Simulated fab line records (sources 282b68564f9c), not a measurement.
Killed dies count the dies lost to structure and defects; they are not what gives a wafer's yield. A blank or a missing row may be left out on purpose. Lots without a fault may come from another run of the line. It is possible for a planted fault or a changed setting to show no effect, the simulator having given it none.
A lot that was struck, set against a sound lot | flow ritCmos | 14 steps out of a route of 202
Sound: these wafers, L978.1, L978.2, L978.3. Wafers struck: L966.1, L966.3, L966.6. Last of all comes the cause.
At each step with rows: each side's tool, then ch and its chambers, then its first start. Under that, the readings that differ: sound wafers | struck wafers | difference of the means | sigmas: that difference in standard deviations of wafers without a fault.
alike: readings with means less than 2 such deviations apart, plus words and numbers identical on both sides. not compared: withheld readings, readings lacking a value on some wafer, bounds such as >300 that could conceal the same value, and numbers that have no deviation in the record and whose values overlap.
A row with sigmas, a row that says differs or no value, or rows on one side alone: a step with any of these is where the two part. Non-overlapping numbers with no deviation appear without sigmas and do not part them. Lack of a reading on every wafer of one side parts them only where that side has two or more wafers.

first, 4 steps without rows for these wafers: RIT_ACTIVE_SOFTBAKE_07 (time 60 s); RIT_ACTIVE_EXPOSE_08 (exposes mask M1, target cd 1400 nm); RIT_ACTIVE_PEB_09; RIT_ACTIVE_DEVELOP_10 (develop time 50 s).
RIT_ACTIVE_CD_MEAS_11 targets a cd of 1400 nm.
  sound on cdSem-01 at day 6 06:17; struck on cdSem-01 at day 3 18:15
  alike: cdNm
then, 1 step without rows for these wafers: RIT_ACTIVE_HARDBAKE_12 (time 60 s).
RIT_ACTIVE_ETCH_13: etches Si3N4 in SF6, stops on SiO2, time 210 s, target depth 210 nm.
  sound on rieDiel-02 ch 0,1,3, day 6 06:33; struck on rieDiel-02 ch 1,3, day 3 18:35
  alike: chamberPressureMTorr, drypumpMotorCurrentA, oesProductAu, throttleValvePct
  not compared: rfHoursCounterH
RIT_ACTIVE_STRIP_14: strips in O2, time 180 s.
  sound on plasmaAsher-02 ch 0,1, day 6 06:41; struck on plasmaAsher-04 ch 0, day 3 18:43
reading          | sound       | struck       | difference | sigmas
rfReflPowerW (W) | 5.4 7.8 5.2 | 9.6 9.8 10.0 | +3.7       | +2
  alike: chamberPressureMTorr, drypumpMotorCurrentA
  not compared: rfHoursCounterH
RIT_ACTIVE_CD_MEAS_90 targets a cd of 1400 nm.
  sound on cdSem-02 at day 6 06:51; struck on cdSem-01 at day 3 18:53
  alike: cdNm
then, 3 steps without rows for these wafers: RIT_ACTIVE_CLEAN_15 (cleans in SC1, time 600 s); RIT_ACTIVE_CLEAN_16 (cleans in dHF, time 30 s); RIT_ACTIVE_CLEAN_17 (cleans in SC2, time 600 s).
RIT_FOX1_OXIDATION_00: target thk 350.7 nm, ox time 1130 s.
  struck on furnace-04, day 3 22:04; sound on furnace-04 ch 0, day 6 07:20
  no value came back on the struck wafers for oxTempC (C), oxTempCMax; on the sound wafers oxTempC (C) reads 1100.0 1099.7 1100.0
reading                                 | sound             | struck            | difference | sigmas
model.Si3N4_of_ACTIVE_CVD_03.thkNm (nm) | 141.4 141.3 140.7 | 148.2 149.2 148.9 | +7.6       | 
RIT_FOX1_WET_ETCH_02: etches SiO2 in BOE, target depth 350 nm, time 390 s.
  sound on wetBench-02 ch 2, day 6 08:43; struck on wetBench-02 ch 0, day 3 23:26
reading                                 | sound           | struck            | difference | sigmas
model.Si3N4_of_ACTIVE_CVD_03.thkNm (nm) | 136.7 136.5 136 | 143.5 144.5 144.2 | +7.7       | 

WHERE THEY PART
First at RIT_ACTIVE_STRIP_14; last, within this record, at RIT_FOX1_OXIDATION_00.

WHY: the cause the simulator had injected
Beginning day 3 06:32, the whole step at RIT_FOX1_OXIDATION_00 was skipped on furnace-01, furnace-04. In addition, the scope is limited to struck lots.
